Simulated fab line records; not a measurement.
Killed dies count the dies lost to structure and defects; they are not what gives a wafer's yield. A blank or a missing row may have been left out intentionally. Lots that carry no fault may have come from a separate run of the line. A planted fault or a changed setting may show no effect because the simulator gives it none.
fab line records	flow rit-cmos
[record] lots = 7	wafers = 21	last-day = 7
route steps=202 shown CONTACT@172 M1@184
lots that met no fault: from a run of the same line without faults
start-h: hours from the record's first day to the start of the lot's first wafer shown	wait-h: hours elapsed since this lot's preceding step	" repeats the value in the row above	L1.1+2: one row covering several wafers at once	- value missing, or start not given	* or withheld: withheld	< > ~ a bound
route shown NAME@n: a module of which the file shows steps, and the number in the route of the first	usual: mean/standard deviation taken from wafers without a fault	same: alike in all rows	chamber/n: place in a boat	sites: per-site readings	_std_site: their standard deviation	_edge_site: the outer-site mean with the inner-site mean subtracted	radius-mm: how far each site lies from the wafer's centre	mask NAME#n: copy n	behind: the most recent tool/chamber to have shaped the wafer	hold: cause of the lot's hold/its duration in hours/its outcome	device: the transistor (n, p or np) that didn't switch	end of line: the tests these same wafers got at the end of their route	for a step that has no rows: nothing shown but its recipe	killed: count of dies lost to structure and defects at first sort (not the wafer's yield)	map: shows each die of a wafer: x if killed, . if not, _ if none is there
set.NAME: the run value of the setting; set.NAME@STEP: its run value at that earlier step	model.NAME: the simulator's own value behind a step, which no gauge read
a table for each step, a row for each wafer; lots at some steps of the route
services: the hour from which a tool's chamber was out of use, counted from the record's first day as start-h (under 0 if before that day), plus the number of hours and why
[[steps]]
[step RIT_CONTACT_SOFTBAKE_04]
[recipe] resist = NOVOLAK	temp-c = 90	time-s = 60
[step RIT_CONTACT_EXPOSE_05]
[recipe] mask-id = M11	na = 0.6	source-shape = conventional	sigma-outer = 0.5	target-cd-nm = 1000	dose-mj = 250
[step RIT_CONTACT_PEB_06]
[recipe] resist = NOVOLAK	temp-c = withheld	time-s = withheld
[step RIT_CONTACT_DEVELOP_07]
[recipe] resist = NOVOLAK	develop-time-s = 120	dev-temp-c = 23
[step RIT_CONTACT_CD_MEAS_08]
[recipe] target-cd-nm = 1000
[usual] cd-nm = 999.4/1.8
lot.wafer	tool	chamber	start-h	wait-h	cd-nm
L805.2	cd-sem-02	-	55.34	-	998.1
L805.5	"	-	"	"	1001.3
L805.6	"	-	"	"	998.7
L806.1	cd-sem-01	-	58.39	-	1000.7
L806.5	"	-	"	"	1001.0
L806.6	"	-	"	"	1001.0
L814.2	cd-sem-02	-	101.96	-	998.8
L814.3	"	-	"	"	997.1
L814.4	"	-	"	"	1000.0
L816.2	cd-sem-02	-	111.17	-	1000.7
L816.4	"	-	"	"	999.4
L816.5	"	-	"	"	999.8
L818.1	cd-sem-02	-	120.35	-	996.7
L818.3	"	-	"	"	997.8
L818.5	"	-	"	"	998.5
L821.2	cd-sem-02	-	133.98	-	996.7
L821.3	"	-	"	"	999.2
L821.4	"	-	"	"	998.4
L827.2	cd-sem-02	-	171.45	-	998.9
L827.3	"	-	"	"	1000.8
L827.4	"	-	"	"	1000.5
[step RIT_CONTACT_OVL_MEAS_09]
[usual] CONTACT_OVL = -0.8/1.6
lot.wafer	tool	chamber	start-h	wait-h	CONTACT_OVL[nm]
L805.2	overlay-02	-	55.45	0.1	-0.4
L805.5	"	-	"	"	1.9
L805.6	"	-	"	"	-1.5
L806.1	overlay-02	-	58.51	0.1	-1.1
L806.5	"	-	"	"	0.2
L806.6	"	-	"	"	1.3
L814.2	overlay-01	-	102.07	0.1	-2.3
L814.3	"	-	"	"	-3.4
L814.4	"	-	"	"	-1.4
L816.2	overlay-01	-	111.28	0.1	-0.6
L816.4	"	-	"	"	-0.1
L816.5	"	-	"	"	0.6
L818.1	overlay-02	-	120.47	0.1	1.4
L818.3	"	-	"	"	0.2
L818.5	"	-	"	"	1.0
L821.2	overlay-01	-	134.08	0.1	-0.8
L821.3	"	-	"	"	-0.7
L821.4	"	-	"	"	-0.4
L827.2	overlay-02	-	171.56	0.1	3.5
L827.3	"	-	"	"	2.6
L827.4	"	-	"	"	0.2
[step RIT_CONTACT_HARDBAKE_10]
[recipe] resist = NOVOLAK	temp-c = 140	time-s = 60
[step RIT_CONTACT_ETCH_11]
[recipe] target-depth-a = 4800	over-etch-frac = 0.2	stop-on = TiSi2	chemistry = CHF3/CF4/Ar	target = SiO2	CHF3_flow_sccm = 50	cf4-flow-sccm = 10	Ar_flow_sccm = 100	O2_flow_sccm = 5	pressure-mtorr = 100	rf-w = 200	time-s = 320
[usual] chamber-pressure-mTorr = 100.01/0.083	drypump-motor-current-A = 5.8/0.36	oes-product-au = 0.989/0.014	throttle-valve-pct = 8.77/0.11
lot.wafer	tool	chamber	start-h	wait-h	chamber-pressure-mTorr	drypump-motor-current-A	oes-product-au	rf-hours-counter-h	throttle-valve-pct
L805.2	rie-diel-02	3	55.63	0.1	99.92	5.8	1.003	6	8.82
L805.5	"	2	"	"	100.04	5.6	0.979	-	8.82
L805.6	"	3	"	"	99.93	5.8	0.991	-	8.83
L806.1	rie-diel-03	3	58.70	0.1	100.06	5.5	0.966	32	8.94
L806.5	"	3	"	"	99.89	5.6	0.968	-	8.93
L806.6	"	0	"	"	100.03	5.5	1.005	-	8.79
L814.2	rie-diel-03	0	102.25	0.1	100.16	5.5	1.001	109	8.80
L814.3	"	3	"	"	99.95	5.5	0.963	32	8.92
L814.4	"	1	"	"	100.06	6.2	0.990	112	8.62
L816.2	rie-diel-03	2	111.46	0.1	99.95	6.0	0.984	141	8.66
L816.4	"	1	"	"	99.91	6.2	0.997	113	8.62
L816.5	"	0	"	"	99.96	5.5	1.004	-	8.81
L818.1	rie-diel-01	2	120.66	0.1	99.96	5.0	0.996	39	8.78
L818.3	"	3	"	"	100.02	5.9	1.021	78	8.88
L818.5	"	0	"	"	100.18	5.9	0.977	-	8.62
L821.2	rie-diel-02	0	134.26	0.1	99.94	6.5	0.976	129	8.74
L821.3	"	2	"	"	99.74	5.6	0.970	36	8.83
L821.4	"	3	"	"	99.89	5.8	1.004	-	8.82
L827.2	rie-diel-03	0	171.74	0.1	99.95	5.5	0.999	111	8.82
L827.3	"	2	"	"	99.90	6.0	0.999	142	8.66
L827.4	"	3	"	"	99.94	5.6	0.966	34	8.92
[step RIT_CONTACT_STRIP_12]
[recipe] chemistry = O2	time-s = 180	resist = NOVOLAK	platen-temp-c = withheld	power-w = 500	pressure-mtorr = 4000	o2-flow-sccm = 4000
[usual] chamber-pressure-mTorr = 4000/3.6	drypump-motor-current-A = 5.9/0.42
lot.wafer	tool	chamber	start-h	wait-h	chamber-pressure-mTorr	drypump-motor-current-A	rf-hours-counter-h
L805.2	plasma-asher-01	1	55.82	0.1	4002	5.0	40
L805.5	"	1	"	"	3999	5.0	-
L805.6	"	0	"	"	3997	6.6	-
L806.1	plasma-asher-02	1	58.89	0.1	3997	5.6	27
L806.5	"	0	"	"	3996	6.2	-
L806.6	"	1	"	"	3998	5.7	-
L814.2	plasma-asher-04	1	102.44	0.1	4002	5.7	45
L814.3	"	0	"	"	3996	6.0	-
L814.4	"	1	"	"	3996	5.7	-
L816.2	plasma-asher-02	0	111.65	0.1	4004	6.3	33
L816.4	"	0	"	"	3998	6.3	-
L816.5	"	1	"	"	4005	5.6	-
L818.1	plasma-asher-02	0	120.85	0.1	4003	6.3	35
L818.3	"	0	"	"	3998	6.2	-
L818.5	"	0	"	"	4001	6.2	-
L821.2	plasma-asher-04	0	134.46	0.1	3996	6.0	49
L821.3	"	0	"	"	3996	6.0	-
L821.4	"	1	"	"	3996	5.7	-
L827.2	plasma-asher-01	0	171.93	0.1	3998	6.6	4
L827.3	"	0	"	"	4002	6.6	-
L827.4	"	1	"	"	3994	5.0	-
[step RIT_CONTACT_CD_MEAS_90]
[recipe] target-cd-nm = 1000
[usual] cd-nm = 999.4/1.9
lot.wafer	tool	chamber	start-h	wait-h	cd-nm
L805.2	cd-sem-01	-	56.02	0.1	998.3
L805.5	"	-	"	"	1001.1
L805.6	"	-	"	"	998.8
L806.1	cd-sem-01	-	59.07	0.1	1000.7
L806.5	"	-	"	"	1000.8
L806.6	"	-	"	"	1001.3
L814.2	cd-sem-01	-	102.64	0.1	998.3
L814.3	"	-	"	"	996.8
L814.4	"	-	"	"	999.9
L816.2	cd-sem-02	-	111.85	0.1	1000.5
L816.4	"	-	"	"	999.6
L816.5	"	-	"	"	1000.3
L818.1	cd-sem-02	-	121.03	0.1	996.8
L818.3	"	-	"	"	997.8
L818.5	"	-	"	"	997.7
L821.2	cd-sem-01	-	134.65	0.1	996.4
L821.3	"	-	"	"	998.4
L821.4	"	-	"	"	998.3
L827.2	cd-sem-01	-	172.13	0.1	999.3
L827.3	"	-	"	"	1000.8
L827.4	"	-	"	"	1000.5
[step RIT_CONTACT_CLEAN_13]
[recipe] chemistry = SC1	mix = 3:3:50	time-s = 600	temp-c = 75
[step RIT_CONTACT_CLEAN_14]
[recipe] chemistry = SC2	mix = 3:3:50	time-s = 600	temp-c = 75	dry = n2-spin
[step RIT_M1_SPUTTER_00]
[recipe] material = Al	target-thk-nm = 400	power-w = 2000	chamber-pressure-pa = 0.4	gas = Ar	time-s = 500	substrate-temp-c = 25
[usual] chamber-pressure-pa = 0.4000/0.00079	throttle-valve-pct = 29.8/0.99
lot.wafer	tool	chamber	start-h	wait-h	chamber-pressure-pa	throttle-valve-pct	model.Al_of_M1_SPUTTER_00.thk-nm
L805.2	pvd-sputter-04	-	56.48	0.0	0.3998	30.4	402
L805.5	"	-	"	"	0.3997	29.9	397.8
L805.6	"	-	"	"	0.4003	30.2	398.3
L806.1	pvd-sputter-01	-	59.54	0.0	0.3998	30.3	402.2
L806.5	"	-	"	"	0.4003	30.2	401.6
L806.6	"	-	"	"	0.4014	31.3	397.6
L814.2	pvd-sputter-01	-	103.09	0.0	0.5185	25.6	372.5
L814.3	"	-	"	"	0.4001	31.3	397.9
L814.4	"	-	"	"	0.4003	28.1	399
L816.2	pvd-sputter-01	-	112.33	0.0	0.5184	25.3	377.8
L816.4	"	-	"	"	0.3992	30.1	403.9
L816.5	"	-	"	"	0.5192	25.5	379.7
L818.1	pvd-sputter-01	-	121.56	0.0	0.3995	30.2	401.7
L818.3	"	-	"	"	0.4006	28.2	404.8
L818.5	"	-	"	"	0.5215	25.8	376.8
L821.2	pvd-sputter-04	-	135.13	0.0	0.4007	30.1	404.7
L821.3	"	-	"	"	0.4002	29.9	405
L821.4	"	-	"	"	0.4006	30.2	408.4
L827.2	pvd-sputter-03	-	172.58	0.0	0.3995	27.8	403.7
L827.3	"	-	"	"	0.4008	30.9	401.9
L827.4	"	-	"	"	0.4002	28.5	401.2
[step RIT_M1_RS_MEAS_01]
[recipe] thk-meas-gauge = four-point-probe	reads = Al_of_M1_SPUTTER_00
[usual] M1_AL_RS = 0.0735/0.00081
lot.wafer	tool	chamber	start-h	wait-h	M1_AL_RS[ohm/sq]
L805.2	film-metro-01	-	56.80	0.2	0.0731
L805.5	"	-	"	"	0.0738
L805.6	"	-	"	"	0.0738
L806.1	film-metro-04	-	59.83	0.1	0.0728
L806.5	"	-	"	"	0.0731
L806.6	"	-	"	"	0.0738
L814.2	film-metro-02	-	103.40	0.2	0.0798
L814.3	"	-	"	"	0.0738
L814.4	"	-	"	"	0.0736
L816.2	film-metro-01	-	112.64	0.2	0.0786
L816.4	"	-	"	"	0.0728
L816.5	"	-	"	"	0.0781
L818.1	film-metro-02	-	121.86	0.1	0.0729
L818.3	"	-	"	"	0.0724
L818.5	"	-	"	"	0.0787
L821.2	film-metro-02	-	135.45	0.2	0.0725
L821.3	"	-	"	"	0.0726
L821.4	"	-	"	"	0.0719
L827.2	film-metro-01	-	172.89	0.2	0.0728
L827.3	"	-	"	"	0.0730
L827.4	"	-	"	"	0.0732
[step RIT_M1_THK_MEAS_02]
[recipe] thk-meas-gauge = xrf	reads = Al_of_M1_SPUTTER_00
[usual] M1_AL_THK = 401/5.6
lot.wafer	tool	chamber	start-h	wait-h	M1_AL_THK[nm]
L805.2	film-metro-01	-	56.91	0.1	403
L805.5	"	-	"	"	400
L805.6	"	-	"	"	400
L806.1	film-metro-04	-	59.95	0.1	404
L806.5	"	-	"	"	402
L806.6	"	-	"	"	400
L814.2	film-metro-02	-	103.51	0.1	372
L814.3	"	-	"	"	396
L814.4	"	-	"	"	399
L816.2	film-metro-01	-	112.75	0.1	382
L816.4	"	-	"	"	406
L816.5	"	-	"	"	383
L818.1	film-metro-02	-	121.98	0.1	406
L818.3	"	-	"	"	409
L818.5	"	-	"	"	377
L821.2	film-metro-02	-	135.56	0.1	406
L821.3	"	-	"	"	408
L821.4	"	-	"	"	413
L827.2	film-metro-01	-	173.00	0.1	406
L827.3	"	-	"	"	406
L827.4	"	-	"	"	405
[step RIT_M1_HMDS_03]
[recipe] prime-time-s = 60	prime-temp-c = 140
[step RIT_M1_PROBE_99]
[usual] defect-limited-yield = 97.4/1.1	killed_at_M0_to_M3 = 0.0/0.12	killed-at-contacts = 0.1/0.24	killed-at-front-end = 6.7/2.9	killed-dies = 6.8/2.9	killed-open = 3.5/2	killed-short = 3.2/1.9	sort_bin_3_pad_short = 0.1/0.22	sort_bin_5_function = 1.4/0.82	sort_bin_6_memory = 1.0/0.64	sort-n-pass = 257.2/2.9	sort-yield-pct = 97.4/1.1
[same] gross-dies = 264	killed_at_M4_up = 0	killed-at-back-side = 0	killed-at-other = 0
lot.wafer	tool	chamber	start-h	wait-h	defect-limited-yield[%]	killed_at_M0_to_M3	killed-at-contacts	killed-at-front-end	killed-dies	killed-open	killed-short	sort_bin_3_pad_short[%]	sort_bin_5_function[%]	sort_bin_6_memory[%]	sort-n-pass	sort-yield-pct[%]	model.etest.m1.rs-ohm-sq
L805.2	prober-01	-	60.76	0.1	97.7	0	0	6	6	2	4	0	0.8	1.5	258.0	97.7	0.07196
L805.5	prober-01	-	60.91	0.2	97.3	0	0	7	7	2	5	0.4	1.1	1.1	257.0	97.3	0.07269
L805.6	prober-01	-	60.96	0.2	98.5	0	0	4	4	3	1	0	0.4	1.1	260.0	98.5	0.07249
L806.1	prober-02	-	63.55	0.1	98.5	0	0	4	4	1	3	0	0.8	0.8	260.0	98.5	0.07193
L806.5	prober-02	-	63.75	0.2	97.3	0	0	7	7	4	3	0	1.9	0.8	257.0	97.3	0.07251
L806.6	prober-02	-	63.80	0.2	96.2	0	0	10	10	8	2	0	2.3	1.5	254.0	96.2	0.07297
L814.2	prober-02	-	107.15	0.1	97.3	0	0	7	7	3	4	0	2.3	0.4	257.0	97.3	0.07689
L814.3	prober-02	-	107.20	0.2	97.3	0	0	7	7	2	5	0	0.8	1.9	257.0	97.3	0.07288
L814.4	prober-02	-	107.25	0.2	97.0	0	1	7	8	5	3	0	2.3	0.8	256.0	97.0	0.07256
L816.2	prober-02	-	116.41	0.1	98.5	0	0	4	4	2	2	0	0.8	0.8	260.0	98.5	0.07662
L816.4	prober-02	-	116.51	0.2	97.3	0	0	7	7	3	4	0.4	1.1	1.1	257.0	97.3	0.07188
L816.5	prober-02	-	116.56	0.2	96.6	1	0	8	9	4	5	0.4	1.5	1.5	255.0	96.6	0.07645
L818.1	prober-02	-	125.77	0.1	97.7	0	0	6	6	1	5	0.4	0.8	1.1	258.0	97.7	0.07226
L818.3	prober-02	-	125.87	0.2	97.3	0	0	7	7	2	5	0.4	1.1	1.1	257.0	97.3	0.07191
L818.5	prober-02	-	125.97	0.2	98.1	0	0	5	5	1	4	0	1.5	0.4	259.0	98.1	0.07694
L821.2	prober-01	-	139.20	0.1	98.5	0	0	4	4	1	3	0	1.1	0.4	260.0	98.5	0.07223
L821.3	prober-01	-	139.25	0.2	98.5	0	0	4	4	2	2	0	0.8	0.8	260.0	98.5	0.07157
L821.4	prober-01	-	139.30	0.2	99.2	0	0	2	2	1	1	0	0.8	0	262.0	99.2	0.07077
L827.2	prober-01	-	176.64	0.1	96.6	0	0	9	9	4	4	0.4	1.9	1.1	255.0	96.6	0.07165
L827.3	prober-01	-	176.69	0.2	95.8	0	0	11	11	6	5	0.4	0.8	3.0	253.0	95.8	0.07228
L827.4	prober-01	-	176.74	0.2	95.8	0	0	11	11	2	7	0.4	2.7	1.1	253.0	95.8	0.07252
// killed by level:class
L805.2 FOX1:geometric-particle:open=2 SILICIDE:geometric-particle:short=2 FOX2:geometric-particle:short=1 SPACER:geometric-particle:short=1
L805.5 GATE:geometric-particle:short=3 GATE:geometric-particle:open=2 FOX1:geometric-particle:short=1 REOX:geometric-particle:short=1
L805.6 SPACER:geometric-particle:open=2 FOX2:geometric-particle:short=1 SILICIDE:geometric-particle:open=1
L806.1 GATE:geometric-particle:short=2 FOX1:geometric-particle:short=1 FOX1:geometric-particle:open=1
L806.5 GATE:geometric-particle:open=2 FOX1:geometric-particle:short=1 FOX1:geometric-particle:open=1 FOX2:geometric-particle:open=1 GATE:geometric-particle:short=1 SPACER:geometric-particle:short=1
L806.6 GATE:geometric-particle:open=4 REOX:geometric-particle:open=3 FOX1:geometric-particle:open=1 GATE:geometric-particle:short=1 SILICIDE:geometric-particle:short=1
L814.2 SPACER:geometric-particle:short=2 FOX1:geometric-particle:open=1 FOX1:geometric-particle:short=1 GATE:geometric-particle:short=1 REOX:geometric-particle:open=1 SPACER:geometric-particle:open=1
L814.3 FOX1:geometric-particle:short=3 REOX:geometric-particle:open=1 REOX:geometric-particle:short=1 SPACER:geometric-particle:short=1 SPACER:geometric-particle:open=1
L814.4 FOX1:geometric-particle:open=2 GATE:geometric-particle:short=1 GATE:geometric-particle:open=1 SPACER:geometric-particle:short=1 SPACER:geometric-particle:open=1 SILICIDE:geometric-particle:open=1 CONTACT:geometric-particle:short=1
L816.2 GATE:geometric-particle:open=2 FOX2:geometric-particle:short=1 REOX:geometric-particle:short=1
L816.4 GATE:geometric-particle:short=3 FOX1:geometric-particle:open=1 REOX:geometric-particle:open=1 SPACER:geometric-particle:short=1 SILICIDE:geometric-particle:open=1
L816.5 FOX2:geometric-particle:short=3 GATE:geometric-particle:open=2 GATE:geometric-particle:short=1 REOX:geometric-particle:open=1 SPACER:geometric-particle:open=1 M1:geometric-particle:short=1
L818.1 GATE:geometric-particle:short=2 FOX1:geometric-particle:open=1 FOX2:geometric-particle:short=1 REOX:geometric-particle:short=1 SILICIDE:geometric-particle:short=1
L818.3 GATE:geometric-particle:short=3 GATE:geometric-particle:open=2 FOX2:geometric-particle:short=1 SILICIDE:geometric-particle:short=1
L818.5 SPACER:geometric-particle:short=2 GATE:geometric-particle:short=1 REOX:geometric-particle:short=1 SPACER:geometric-particle:open=1
L821.2 GATE:geometric-particle:short=2 REOX:geometric-particle:short=1 REOX:geometric-particle:open=1
L821.3 GATE:geometric-particle:open=1 GATE:geometric-particle:short=1 SPACER:geometric-particle:open=1 SPACER:geometric-particle:short=1
L821.4 GATE:geometric-particle:open=1 GATE:geometric-particle:short=1
L827.2 GATE:geometric-particle:open=2 FOX1:geometric-particle:open=1 FOX1:geometric-particle:short=1 FOX2:geometric-particle:open=1 GATE:geometric-particle:short=1 REOX:geometric-particle:short=1 SPACER:geometric-particle:short=1 PLDD:coat-microbubble-printed=1
L827.3 SILICIDE:geometric-particle:open=3 SILICIDE:geometric-particle:short=3 GATE:geometric-particle:short=2 GATE:geometric-particle:open=2 FOX1:geometric-particle:open=1
L827.4 FOX1:geometric-particle:short=2 REOX:geometric-particle:short=2 ACTIVE:coat-microbubble-printed=2 GATE:geometric-particle:short=1 GATE:geometric-particle:open=1 SPACER:geometric-particle:short=1 SILICIDE:geometric-particle:short=1 SILICIDE:geometric-particle:open=1
[[services]]
tool	chamber	start-h	hours	kind
plasma-asher-02	-	32.06	0.5	repair
rie-diel-01	1	40.32	3.1	repair
rie-diel-01	0	41.66	2.5	repair
rie-diel-03	0	47.04	5.7	repair
rie-diel-02	1	52.51	3.5	repair
plasma-asher-01	-	65.01	13.4	repair
rie-diel-03	3	76.50	8.4	repair
plasma-asher-01	-	108.75	9.0	pm
plasma-asher-01	0	108.75	9.0	vent-cycle
plasma-asher-01	1	108.75	9.0	vent-cycle
plasma-asher-01	0	117.75	-	clean
plasma-asher-01	1	117.75	-	clean
plasma-asher-01	-	119.94	4.3	repair
rie-diel-02	1	123.41	11.2	repair
pvd-sputter-01	-	133.75	11.7	repair
rie-diel-02	2	140.90	3.3	repair
rie-diel-02	3	156.87	7.2	repair
[[key]]
[first-sign] step = RIT_M1_SPUTTER_00	reading = chamber-pressure-pa	direction = up	sigmas = 99+	usual = 0.4000	struck = 0.5194
[effect] step = RIT_M1_SPUTTER_00	reading = throttle-valve-pct	direction = down	sigmas = 4.3	usual = 29.8	struck = 25.5
[effect] step = RIT_M1_RS_MEAS_01	reading = M1_AL_RS	direction = up	sigmas = 6.5	usual = 0.0735	struck = 0.0788
[effect] step = RIT_M1_THK_MEAS_02	reading = M1_AL_THK	direction = down	sigmas = 4	usual = 401	struck = 379
[model-effect] step = RIT_M1_SPUTTER_00	value = Al_of_M1_SPUTTER_00.thk-nm	without = 403.7	struck = 376.7
[model-effect] step = RIT_M1_PROBE_99	value = etest.m1.rs-ohm-sq	without = 0.07158	struck = 0.07673
met-at RIT_M1_SPUTTER_00
struck-wafers L814.2,L816.2,L816.5,L818.5
[fault] kind = process-parameter-drift	tool = pvd-sputter-01	chamber = -	onset-h = 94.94	steps = RIT_M1_SPUTTER_00	channel = chamber-pressure-pa	offset = 0.11902	shape = step	end-h = 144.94	stated = 0.4	scope = struck-wafers-only
